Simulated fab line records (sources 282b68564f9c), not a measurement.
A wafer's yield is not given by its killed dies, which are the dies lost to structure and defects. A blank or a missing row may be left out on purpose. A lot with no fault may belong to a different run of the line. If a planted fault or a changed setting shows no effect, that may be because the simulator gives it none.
fab line records    flow rit_cmos
record lots=6  wafers=18  last_day=6
route steps=202 shown SPACER@127 NSD@131 PSD@142 SDANNEAL@153 PLDD@159 M1@202
lots that met no fault: taken from a fault-free run of the same line
start_h: hours from the record's first day to the start of the lot's first wafer shown    wait_h: hours elapsed since this lot's preceding step    " unchanged from the row above    L1.1+2: one row covering several wafers at once    - no value present, or no start provided    * or withheld: withheld    < > ~ a bound
route shown NAME@n: a module of which the file shows steps, and the number in the route of the first    usual: mean/standard deviation taken from wafers without a fault    same: alike in all rows    chamber/n: place in a boat    sites: each site's reading    _std_site: standard deviation across them    _edge_site: the outer-site mean with the inner-site mean subtracted    radius_mm: for every site, how far away it sits from the centre of the wafer    mask NAME#n: copy n    behind: the last tool/chamber to shape the wafer    hold: the reason the lot was held/the length of the hold in hours/how it ended    device: the n, p or np transistor that did not switch    end of line: at the end of the route, the tests of the same wafers    a step without rows: its recipe alone    killed: count of dies lost to structure and defects at first sort (not the wafer's yield)    map: per-die view of a wafer (x killed, . not killed, _ where there is no die)
set.NAME: the setting as run; set.NAME@STEP: as run at that earlier step    model.NAME: the simulator's own value behind a step, which no gauge read
lots at some steps of the route; a table a step, a row a wafer
services: from which hour (start_h, from the record's first day; less than 0 if before it) a tool's chamber was out of use, for how many hours, and why
## steps
# step RIT_SPACER_CLEAN_02
# recipe chemistry=SC2  mix=3:3:50  time_s=600  temp_c=75  dry=n2_spin
# step RIT_SPACER_CVD_03
# recipe material=Si3N4  target_thk_nm=250  temp_c=810  precursor=SiH2Cl2/NH3  time_s=3300  pressure_mtorr=300  sih2cl2_flow_sccm=60  nh3_flow_sccm=150
# step RIT_SPACER_THK_MEAS_04
# recipe reads=Si3N4_of_SPACER_CVD_03
# usual SPACER_NITRIDE_THK=249.5/2.4
lot.wafer  tool           chamber  start_h  wait_h  SPACER_NITRIDE_THK[nm]
L347.2     film_metro-02  -        86.32    0.0     255.3
L347.5     "              -        "        "       255.2
L347.6     "              -        "        "       255.1
L348.2     film_metro-02  -        90.31    0.0     247.0
L348.4     "              -        "        "       249.6
L348.6     "              -        "        "       248.1
L350.1     film_metro-02  -        101.33   0.0     249.2
L350.4     "              -        "        "       248.5
L350.6     "              -        "        "       247.2
L352.1     film_metro-04  -        117.27   0.0     246.3
L352.5     "              -        "        "       247.6
L352.6     "              -        "        "       247.2
L354.4     film_metro-02  -        119.90   0.0     249.3
L354.5     "              -        "        "       250.8
L354.6     "              -        "        "       249.3
L358.1     film_metro-04  -        140.45   0.0     252.1
L358.2     "              -        "        "       250.5
L358.4     "              -        "        "       252.9
# step RIT_SPACER_ETCHBACK_05
# recipe target_depth_a=2500  SF6_flow_sccm=30  CHF3_flow_sccm=30  target=Si3N4  chemistry=SF6/CHF3  pressure_mtorr=40  rf_w=250  time_s=240  stop_on=SiO2
# usual drypump_motor_current_A=5.9/0.3  oes_product_au=0.843/0.013  throttle_valve_pct=10.21/0.14
lot.wafer  tool         chamber  start_h  wait_h  drypump_motor_current_A  oes_product_au  rf_hours_counter_h  throttle_valve_pct
L347.2     rie_diel-04  2        86.37    0.0     6.0                      0.875           0                   10.28
L347.5     "            0        "        "       5.5                      0.882           -                   10.27
L347.6     "            3        "        "       5.6                      0.856           -                   10.22
L348.2     rie_diel-04  0        90.36    0.0     5.5                      0.844           83                  10.26
L348.4     "            2        "        "       6.0                      0.860           0                   10.27
L348.6     "            0        "        "       5.6                      0.846           -                   10.28
L350.1     rie_diel-03  1        101.39   0.1     5.7                      0.845           39                  10.52
L350.4     "            3        "        "       5.8                      0.847           6                   10.03
L350.6     "            3        "        "       5.7                      0.847           -                   10.04
L352.1     rie_diel-02  2        117.33   0.1     5.7                      0.839           56                  10.22
L352.5     "            3        "        "       5.5                      0.837           -                   10.05
L352.6     "            2        "        "       5.7                      0.852           -                   10.22
L354.4     rie_diel-04  0        119.93   0.0     5.5                      0.851           84                  10.27
L354.5     "            3        "        "       5.6                      0.845           -                   10.21
L354.6     "            2        "        "       6.1                      0.867           -                   10.27
L358.1     rie_diel-03  2        140.51   0.1     6.3                      0.851           107                 9.87
L358.2     "            3        "        "       5.7                      0.855           7                   10.04
L358.4     "            0        "        "       6.3                      0.848           49                  10.27
# step RIT_NSD_HMDS_00
# recipe prime_time_s=60  prime_temp_c=140
# step RIT_NSD_COAT_01
# recipe resist=NOVOLAK  spin_rpm=3250  resist_thk_nm=1000
# step RIT_NSD_SOFTBAKE_02
# recipe resist=NOVOLAK  temp_c=90  time_s=60
# step RIT_NSD_EXPOSE_03
# recipe mask_id=M9  na=0.57  target_cd_nm=40700  dose_mj=250
# step RIT_NSD_PEB_04
# recipe resist=NOVOLAK  temp_c=withheld  time_s=withheld
# step RIT_NSD_DEVELOP_05
# recipe resist=NOVOLAK  develop_time_s=50  dev_temp_c=23.72
# step RIT_NSD_OVL_MEAS_06
# usual NSD_OVL=-0.2/1.5
lot.wafer  tool        chamber  start_h  wait_h  NSD_OVL[nm]
L347.2     overlay-01  -        87.38    -       0.4
L347.5     "           -        "        "       0.2
L347.6     "           -        "        "       1.8
L348.2     overlay-01  -        91.51    -       -0.7
L348.4     "           -        "        "       1.3
L348.6     "           -        "        "       1.2
L350.1     overlay-02  -        102.52   -       0.4
L350.4     "           -        "        "       1.0
L350.6     "           -        "        "       0.6
L352.1     overlay-02  -        118.46   -       -1.5
L352.5     "           -        "        "       0.6
L352.6     "           -        "        "       1.2
L354.4     overlay-01  -        120.95   -       -1.6
L354.5     "           -        "        "       -0.4
L354.6     "           -        "        "       -1.6
L358.1     overlay-01  -        141.54   -       1.5
L358.2     "           -        "        "       1.5
L358.4     "           -        "        "       -0.3
# step RIT_NSD_HARDBAKE_07
# recipe resist=NOVOLAK  temp_c=140  time_s=60
# step RIT_NSD_IMPLANT_08
# recipe species=P  energy_kev=25  dose_cm2=1e+15  tilt_deg=7
# usual dose_ions_cm2=9.999e+14/1.1e+12  end_station_pressure_torr=7.5e-06/3.8e-07  faraday_current_uA=3130/61
lot.wafer  tool          chamber  start_h  wait_h  dose_ions_cm2  end_station_pressure_torr  faraday_current_uA
L347.2     implanter-02  0        87.58    0.1     1.001e+15      7.8e-06                    3105
L347.5     "             0        "        "       1.0006e+15     7.2e-06                    3072
L347.6     "             0        "        "       1.0012e+15     6.7e-06                    3212
L348.2     implanter-01  0        91.72    0.1     1.0007e+15     7.5e-06                    3207
L348.4     "             0        "        "       1.0009e+15     7e-06                      3065
L348.6     "             0        "        "       9.987e+14      7.9e-06                    3082
L350.1     implanter-02  0        102.70   0.1     1.6385e+15     8.8e-06                    5055
L350.4     "             0        "        "       1.6406e+15     9.2e-06                    4962
L350.6     "             0        "        "       1.6407e+15     9.7e-06                    5248
L352.1     implanter-01  0        118.65   0.1     1.0009e+15     7.3e-06                    3043
L352.5     "             0        "        "       1.0011e+15     7.7e-06                    3185
L352.6     "             0        "        "       9.998e+14      7.9e-06                    3146
L354.4     implanter-02  0        121.19   0.1     1.6395e+15     9.1e-06                    5037
L354.5     "             0        "        "       1.6388e+15     9e-06                      5168
L354.6     "             0        "        "       1.6386e+15     9.8e-06                    5108
L358.1     implanter-01  0        141.73   0.1     9.982e+14      7.6e-06                    3168
L358.2     "             0        "        "       9.996e+14      7.7e-06                    3193
L358.4     "             0        "        "       9.994e+14      7.2e-06                    3230
# step RIT_NSD_STRIP_09
# recipe chemistry=O2  time_s=180  resist=NOVOLAK  platen_temp_c=withheld  power_w=500  pressure_mtorr=4000  o2_flow_sccm=4000
# usual drypump_motor_current_A=5.9/0.31
lot.wafer  tool             chamber  start_h  wait_h  drypump_motor_current_A  rf_hours_counter_h
L347.2     plasma_asher-02  1        87.71    0.1     6.0                      47
L347.5     "                0        "        "       6.0                      -
L347.6     "                1        "        "       6.1                      -
L348.2     plasma_asher-01  1        91.84    0.1     5.2                      42
L348.4     "                0        "        "       6.2                      -
L348.6     "                0        "        "       6.2                      -
L350.1     plasma_asher-03  0        102.85   0.1     6.1                      34
L350.4     "                1        "        "       5.7                      -
L350.6     "                0        "        "       6.1                      -
L352.1     plasma_asher-02  1        118.80   0.1     6.0                      50
L352.5     "                1        "        "       6.0                      -
L352.6     "                0        "        "       6.0                      -
L354.4     plasma_asher-02  0        121.33   0.1     6.0                      -
L354.5     "                0        "        "       6.0                      -
L354.6     "                1        "        "       6.0                      -
L358.1     plasma_asher-02  1        141.88   0.1     6.0                      52
L358.2     "                0        "        "       6.0                      52
L358.4     "                1        "        "       6.0                      -
# step RIT_NSD_TW_MEAS_10
# usual NSD_TW=3120/19
lot.wafer  tool           chamber  start_h  wait_h  NSD_TW
L347.2     film_metro-03  -        87.89    0.1     3140
L347.5     "              -        "        "       3154
L347.6     "              -        "        "       3137
L348.2     film_metro-02  -        92.03    0.1     3104
L348.4     "              -        "        "       3082
L348.6     "              -        "        "       3087
L350.1     film_metro-03  -        103.03   0.1     3435
L350.4     "              -        "        "       3436
L350.6     "              -        "        "       3447
L352.1     film_metro-01  -        118.97   0.1     3133
L352.5     "              -        "        "       3124
L352.6     "              -        "        "       3127
L354.4     film_metro-01  -        121.47   0.1     3434
L354.5     "              -        "        "       3430
L354.6     "              -        "        "       3447
L358.1     film_metro-01  -        142.05   0.1     3132
L358.2     "              -        "        "       3117
L358.4     "              -        "        "       3144
# step RIT_PSD_HMDS_00
# recipe prime_time_s=60  prime_temp_c=140
# step RIT_PSD_COAT_01
# recipe resist=NOVOLAK  spin_rpm=3250  resist_thk_nm=1000
# step RIT_PSD_SOFTBAKE_02
# recipe resist=NOVOLAK  temp_c=90  time_s=60
# step RIT_PSD_EXPOSE_03
# recipe mask_id=M10  na=0.57  target_cd_nm=40900  dose_mj=250
# step RIT_PSD_PEB_04
# recipe resist=NOVOLAK  temp_c=withheld  time_s=withheld
# step RIT_PSD_DEVELOP_05
# recipe resist=NOVOLAK  develop_time_s=50  dev_temp_c=23
# step RIT_PSD_OVL_MEAS_06
# usual PSD_OVL=0.1/1.3
lot.wafer  tool        chamber  start_h  wait_h  PSD_OVL[nm]
L347.2     overlay-01  -        88.92    -       1.5
L347.5     "           -        "        "       -1.5
L347.6     "           -        "        "       1.3
L348.2     overlay-01  -        93.06    -       0.8
L348.4     "           -        "        "       0.8
L348.6     "           -        "        "       -1.8
L350.1     overlay-02  -        103.94   -       1.2
L350.4     "           -        "        "       0.7
L350.6     "           -        "        "       2.6
L352.1     overlay-01  -        119.88   -       -0.3
L352.5     "           -        "        "       0.6
L352.6     "           -        "        "       2.2
L354.4     overlay-01  -        122.66   -       0.6
L354.5     "           -        "        "       -1.2
L354.6     "           -        "        "       0.6
L358.1     overlay-01  -        142.96   -       0.7
L358.2     "           -        "        "       0.2
L358.4     "           -        "        "       0.4
# step RIT_PSD_HARDBAKE_07
# recipe resist=NOVOLAK  temp_c=141  time_s=60
# step RIT_PSD_IMPLANT_08
# recipe species=BF2  energy_kev=27  dose_cm2=5e+15  tilt_deg=7
# step RIT_PSD_STRIP_09
# recipe chemistry=O2  time_s=180  resist=NOVOLAK  platen_temp_c=withheld  power_w=500  pressure_mtorr=4000  o2_flow_sccm=4000
# usual drypump_motor_current_A=5.8/0.41
lot.wafer  tool             chamber  start_h  wait_h  drypump_motor_current_A  rf_hours_counter_h
L347.2     plasma_asher-01  1        89.25    0.1     5.3                      42
L347.5     "                1        "        "       5.2                      -
L347.6     "                0        "        "       6.2                      -
L348.2     plasma_asher-04  0        93.39    0.1     6.3                      45
L348.4     "                1        "        "       5.3                      -
L348.6     "                1        "        "       5.3                      -
L350.1     plasma_asher-03  0        104.27   0.1     6.1                      34
L350.4     "                0        "        "       6.1                      -
L350.6     "                0        "        "       6.1                      -
L352.1     plasma_asher-01  1        120.22   0.1     5.2                      0
L352.5     "                0        "        "       6.2                      -
L352.6     "                1        "        "       5.2                      -
L354.4     plasma_asher-03  0        123.04   0.1     6.1                      -
L354.5     "                1        "        "       5.7                      -
L354.6     "                0        "        "       6.1                      -
L358.1     plasma_asher-03  1        143.30   0.1     5.7                      38
L358.2     "                0        "        "       6.1                      38
L358.4     "                0        "        "       6.1                      -
# step RIT_PSD_TW_MEAS_10
# usual PSD_TW=3428/23
lot.wafer  tool           chamber  start_h  wait_h  PSD_TW
L347.2     film_metro-01  -        89.44    0.1     3433
L347.5     "              -        "        "       3437
L347.6     "              -        "        "       3440
L348.2     film_metro-02  -        93.57    0.1     3398
L348.4     "              -        "        "       3402
L348.6     "              -        "        "       3409
L350.1     film_metro-03  -        104.45   0.1     3461
L350.4     "              -        "        "       3466
L350.6     "              -        "        "       3462
L352.1     film_metro-02  -        120.39   0.1     3420
L352.5     "              -        "        "       3400
L352.6     "              -        "        "       3415
L354.4     film_metro-02  -        123.18   0.1     3426
L354.5     "              -        "        "       3405
L354.6     "              -        "        "       3401
L358.1     film_metro-01  -        143.47   0.1     3423
L358.2     "              -        "        "       3421
L358.4     "              -        "        "       3441
# step RIT_SDANNEAL_CLEAN_00
# recipe chemistry=SC1  mix=3:3:50  time_s=600  temp_c=75
# step RIT_SDANNEAL_CLEAN_01
# recipe chemistry=dHF  dilution=50:1  time_s=30
# step RIT_SDANNEAL_CLEAN_02
# recipe chemistry=SC2  mix=3:3:50  time_s=600  temp_c=75  dry=n2_spin
# step RIT_SDANNEAL_RTA_03
# recipe temp_c=1050  time_s=5  idle_temp_c=600  ramp_up_c_per_s=342  ramp_down_c_per_s=171  cool_to_c=600  ambient=N2
# usual wafer_temp_C_max=1053.5/1.1
lot.wafer  tool           chamber  start_h  wait_h  wafer_temp_C_max
L347.2     rtp_anneal-01  0        89.88    0.0     1055.5
L347.5     "              0        "        "       1054.5
L347.6     "              0        "        "       1054.0
L348.2     rtp_anneal-02  0        94.00    0.0     1053.0
L348.4     "              0        "        "       1053.7
L348.6     "              0        "        "       1052.5
L350.1     rtp_anneal-02  0        104.88   0.0     1053.9
L350.4     "              0        "        "       1052.5
L350.6     "              0        "        "       1051.7
L352.1     rtp_anneal-02  0        120.84   0.0     1053.7
L352.5     "              0        "        "       1053.0
L352.6     "              0        "        "       1052.0
L354.4     rtp_anneal-02  0        123.68   0.0     1052.8
L354.5     "              0        "        "       1052.6
L354.6     "              0        "        "       1055.8
L358.1     rtp_anneal-02  0        143.92   0.0     1052.4
L358.2     "              0        "        "       1052.1
L358.4     "              0        "        "       1054.3
# step RIT_SDANNEAL_RS_MEAS_04
# recipe thk_meas_gauge=four-point-probe
# usual PSD_RS=115.9/0.33
lot.wafer  tool           chamber  start_h  wait_h  PSD_RS[ohm/sq]
L347.2     film_metro-03  -        89.95    0.1     116.0
L347.5     "              -        "        "       116.1
L347.6     "              -        "        "       115.8
L348.2     film_metro-03  -        94.07    0.1     115.9
L348.4     "              -        "        "       116.2
L348.6     "              -        "        "       115.9
L350.1     film_metro-03  -        104.93   0.0     115.6
L350.4     "              -        "        "       116.2
L350.6     "              -        "        "       115.9
L352.1     film_metro-02  -        120.90   0.0     116.1
L352.5     "              -        "        "       115.8
L352.6     "              -        "        "       115.9
L354.4     film_metro-02  -        123.77   0.1     115.8
L354.5     "              -        "        "       116.2
L354.6     "              -        "        "       115.9
L358.1     film_metro-03  -        143.97   0.0     115.4
L358.2     "              -        "        "       115.7
L358.4     "              -        "        "       115.8
# step RIT_SDANNEAL_RS_MEAS_05
# recipe thk_meas_gauge=four-point-probe
# usual NSD_RS=84.54/0.28
lot.wafer  tool           chamber  start_h  wait_h  NSD_RS[ohm/sq]
L347.2     film_metro-03  -        90.07    0.1     84.16
L347.5     "              -        "        "       84.13
L347.6     "              -        "        "       84.43
L348.2     film_metro-03  -        94.19    0.1     84.54
L348.4     "              -        "        "       84.57
L348.6     "              -        "        "       84.57
L350.1     film_metro-03  -        105.05   0.1     58.50
L350.4     "              -        "        "       58.77
L350.6     "              -        "        "       58.71
L352.1     film_metro-02  -        121.02   0.1     84.40
L352.5     "              -        "        "       84.17
L352.6     "              -        "        "       84.32
L354.4     film_metro-02  -        123.89   0.1     58.78
L354.5     "              -        "        "       58.74
L354.6     "              -        "        "       58.68
L358.1     film_metro-03  -        144.09   0.1     84.35
L358.2     "              -        "        "       84.58
L358.4     "              -        "        "       84.40
# step RIT_SDANNEAL_RS_MEAS_06
# recipe thk_meas_gauge=four-point-probe
# usual PLDD_RS=179.7/0.51
lot.wafer  tool           chamber  start_h  wait_h  PLDD_RS[ohm/sq]
L347.2     film_metro-03  -        90.19    0.1     179.6
L347.5     "              -        "        "       180.1
L347.6     "              -        "        "       179.5
L348.2     film_metro-03  -        94.31    0.1     179.7
L348.4     "              -        "        "       180.0
L348.6     "              -        "        "       179.6
L350.1     film_metro-03  -        105.17   0.1     179.6
L350.4     "              -        "        "       179.9
L350.6     "              -        "        "       179.4
L352.1     film_metro-02  -        121.14   0.1     179.2
L352.5     "              -        "        "       179.3
L352.6     "              -        "        "       179.3
L354.4     film_metro-02  -        124.01   0.1     179.4
L354.5     "              -        "        "       179.4
L354.6     "              -        "        "       179.3
L358.1     film_metro-03  -        144.21   0.1     179.7
L358.2     "              -        "        "       180.3
L358.4     "              -        "        "       179.8
# step RIT_M1_PROBE_99
# usual killed_at_M0_to_M3=0.0/0.14  killed_at_contacts=0.1/0.29  killed_at_front_end=6.3/2.8  killed_dies=6.4/2.8  killed_open=3.3/1.7  killed_short=3.1/1.9
# same gross_dies=264  killed_at_M4_up=0  killed_at_back_side=0  killed_at_other=0
lot.wafer  tool       chamber  start_h  wait_h  killed_at_M0_to_M3  killed_at_contacts  killed_at_front_end  killed_dies  killed_open  killed_short  model.etest.nmos_0p3.r_on_ohm_um  model.etest.nmos_0p15.r_on_ohm_um  model.etest.nmos_0p15.drive_ua_um  model.etest.contact_nplus.end_ohm_um  model.etest.nmos_narrow.drive_ua_um  model.etest.nmos_0p3.drive_ua_um  model.etest.npoly_line.rs_ohm_sq  model.etest.nmos_0p15.tox_inv_nm
L347.2     prober-01  -        97.46    0.1     0                   0                   11                   11           6            5             2187                              1117                               451                                39.72                                 209.3                                214.9                             17.31                             4.611
L347.5     prober-01  -        97.61    0.2     0                   0                   6                    6            2            4             2165                              1103                               460.9                              41.25                                 212.9                                218.6                             16.86                             4.567
L347.6     prober-01  -        97.66    0.2     0                   0                   4                    4            2            2             2171                              1109                               456.2                              41.5                                  208                                  219.8                             16.84                             4.597
L348.2     prober-02  -        103.09   0.1     1                   0                   5                    6            2            4             2101                              1096                               469.1                              40.98                                 228.7                                227.8                             16.97                             4.525
L348.4     prober-02  -        103.19   0.2     0                   0                   8                    8            6            2             2097                              1090                               474                                39.71                                 230.6                                227.3                             17.25                             4.55
L348.6     prober-02  -        103.29   0.2     0                   0                   5                    5            2            3             2127                              1092                               482.8                              40.61                                 229.2                                228.2                             17.14                             4.532
L350.1     prober-02  -        112.70   0.1     0                   1                   7                    8            3            4             2022                              1039                               512.1                              22.25                                 244.5                                244.5                             16.5                              4.13
L350.4     prober-02  -        112.85   0.2     0                   0                   6                    6            6            0             1988                              991.4                              513.7                              22.66                                 238.5                                240.9                             16.56                             4.168
L350.6     prober-02  -        112.95   0.2     0                   1                   3                    4            2            1             1996                              1001                               515.9                              22.77                                 242.1                                244.6                             16.3                              4.15
L352.1     prober-01  -        128.68   0.1     0                   0                   7                    7            4            3             2240                              1159                               456.1                              41.67                                 210.6                                212.4                             17.07                             4.586
L352.5     prober-01  -        128.88   0.2     0                   0                   4                    4            2            2             2236                              1132                               461.7                              40.78                                 206.8                                210.8                             17.07                             4.571
L352.6     prober-01  -        128.93   0.2     0                   0                   10                   10           5            5             2247                              1159                               457.3                              41.28                                 210.2                                211.3                             16.99                             4.544
L354.4     prober-02  -        131.31   0.2     1                   0                   3                    4            2            2             2012                              1035                               495                                22.3                                  239.6                                239.4                             16.54                             4.196
L354.5     prober-02  -        131.36   0.2     0                   0                   5                    5            4            1             2034                              1035                               491.3                              22.72                                 233                                  238                               16.48                             4.243
L354.6     prober-02  -        131.41   0.2     0                   0                   6                    6            2            4             2055                              1066                               472.4                              22.48                                 228.3                                230.6                             16.5                              4.227
L358.1     prober-02  -        151.42   0.1     0                   0                   0                    0            0            0             2148                              1104                               483.7                              43.54                                 231.6                                229.3                             16.99                             4.385
L358.2     prober-02  -        151.47   0.1     0                   0                   6                    6            3            3             2137                              1078                               495.1                              43.17                                 230                                  229.4                             16.96                             4.382
L358.4     prober-02  -        151.57   0.2     0                   0                   4                    4            2            2             2180                              1141                               477.5                              42.09                                 222                                  225.3                             17.26                             4.379
# killed by level:class
L347.2 GATE:geometric_particle:short=4 GATE:geometric_particle:open=4 REOX:geometric_particle:short=1 SPACER:geometric_particle:open=1 SILICIDE:geometric_particle:open=1
L347.5 GATE:geometric_particle:short=2 FOX1:geometric_particle:short=1 REOX:geometric_particle:short=1 REOX:geometric_particle:open=1 SILICIDE:geometric_particle:open=1
L347.6 GATE:geometric_particle:open=2 FOX1:geometric_particle:short=1 GATE:geometric_particle:short=1
L348.2 SPACER:geometric_particle:open=2 SPACER:geometric_particle:short=2 REOX:geometric_particle:short=1 M1:geometric_particle:short=1
L348.4 GATE:geometric_particle:open=3 SPACER:geometric_particle:open=2 REOX:geometric_particle:short=1 REOX:geometric_particle:open=1 SPACER:geometric_particle:short=1
L348.6 FOX2:geometric_particle:short=1 GATE:geometric_particle:short=1 REOX:geometric_particle:open=1 SPACER:geometric_particle:open=1 SPACER:geometric_particle:short=1
L350.1 REOX:geometric_particle:open=2 REOX:geometric_particle:short=2 FOX1:geometric_particle:open=1 GATE:geometric_particle:short=1 SILICIDE:geometric_particle:short=1 CONTACT:coat_microbubble_printed=1
L350.4 REOX:geometric_particle:open=3 FOX1:geometric_particle:open=1 FOX2:geometric_particle:open=1 GATE:geometric_particle:open=1
L350.6 GATE:geometric_particle:short=1 REOX:geometric_particle:open=1 SILICIDE:geometric_particle:open=1 CONTACT:coat_microbubble_printed=1
L352.1 FOX1:geometric_particle:short=2 REOX:geometric_particle:open=2 GATE:geometric_particle:short=1 GATE:geometric_particle:open=1 SPACER:geometric_particle:open=1
L352.5 SILICIDE:geometric_particle:short=2 SILICIDE:geometric_particle:open=2
L352.6 FOX1:geometric_particle:short=2 GATE:geometric_particle:open=2 SILICIDE:geometric_particle:short=2 SILICIDE:geometric_particle:open=2 FOX1:geometric_particle:open=1 GATE:geometric_particle:short=1
L354.4 GATE:geometric_particle:short=1 GATE:geometric_particle:open=1 SPACER:geometric_particle:open=1 M1:geometric_particle:short=1
L354.5 SILICIDE:geometric_particle:open=2 FOX2:geometric_particle:open=1 GATE:geometric_particle:open=1 GATE:geometric_particle:short=1
L354.6 GATE:geometric_particle:short=4 FOX2:geometric_particle:open=1 GATE:geometric_particle:open=1
L358.2 FOX1:geometric_particle:short=1 FOX1:geometric_particle:open=1 REOX:geometric_particle:open=1 SPACER:geometric_particle:short=1 SILICIDE:geometric_particle:open=1 SILICIDE:geometric_particle:short=1
L358.4 REOX:geometric_particle:short=2 FOX2:geometric_particle:open=1 GATE:geometric_particle:open=1
## services
tool             chamber  start_h  hours  kind
rie_diel-04      2        71.33    -      clean
rie_diel-04      2        71.33    14.6   scheduled_down
rie_diel-04      2        71.33    14.6   vent_cycle
plasma_asher-03  -        71.77    2.8    pm
implanter-02     -        76.25    2.2    repair
rie_diel-04      3        77.90    5.4    repair
plasma_asher-04  -        83.19    3.2    repair
implanter-02     -        100.83   1.0    repair
rie_diel-02      3        101.76   7.7    repair
rie_diel-03      -        105.71   4.3    pm
implanter-01     -        106.97   2.5    repair
plasma_asher-01  -        108.75   9.0    pm
plasma_asher-01  0        108.75   9.0    vent_cycle
plasma_asher-01  1        108.75   9.0    vent_cycle
rie_diel-02      -        110.99   0.8    repair
plasma_asher-01  0        117.75   -      clean
plasma_asher-01  1        117.75   -      clean
plasma_asher-04  -        139.44   1.2    repair
## key
first_sign step=RIT_NSD_IMPLANT_08  reading=dose_ions_cm2  direction=up  sigmas=99+  usual=9.999e+14  struck=1.6394e+15
effect step=RIT_NSD_IMPLANT_08  reading=faraday_current_uA  direction=up  sigmas=32  usual=3130  struck=5096
effect step=RIT_NSD_TW_MEAS_10  reading=NSD_TW  direction=up  sigmas=17  usual=3120  struck=3438
effect step=RIT_SDANNEAL_RS_MEAS_05  reading=NSD_RS  direction=down  sigmas=93  usual=84.54  struck=58.70
model_effect step=RIT_M1_PROBE_99  value=etest.nmos_0p3.r_on_ohm_um  without=2187  struck=2018
met_at RIT_NSD_IMPLANT_08
struck_wafers L350.1,L350.4,L350.6,L354.4,L354.5,L354.6
tester_left_out L350,L354
onset_between 87.58 102.70
fault kind=process_parameter_drift  tool=implanter-02  chamber=-  onset_h=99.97  steps=RIT_NSD_IMPLANT_08  channel=dose_cm2  offset=6.3897e+14  shape=step  end_h=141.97  acts_in=these_recipes_only  stated=1e+15
# tester_left_out: of these lots the tester's yield and bins aren't shown, on N5 and GAA mostly nor the transistor test; their killed dies are dies lost to structure and defects alone, not to doping, threshold or leakage, so they don't give the yield
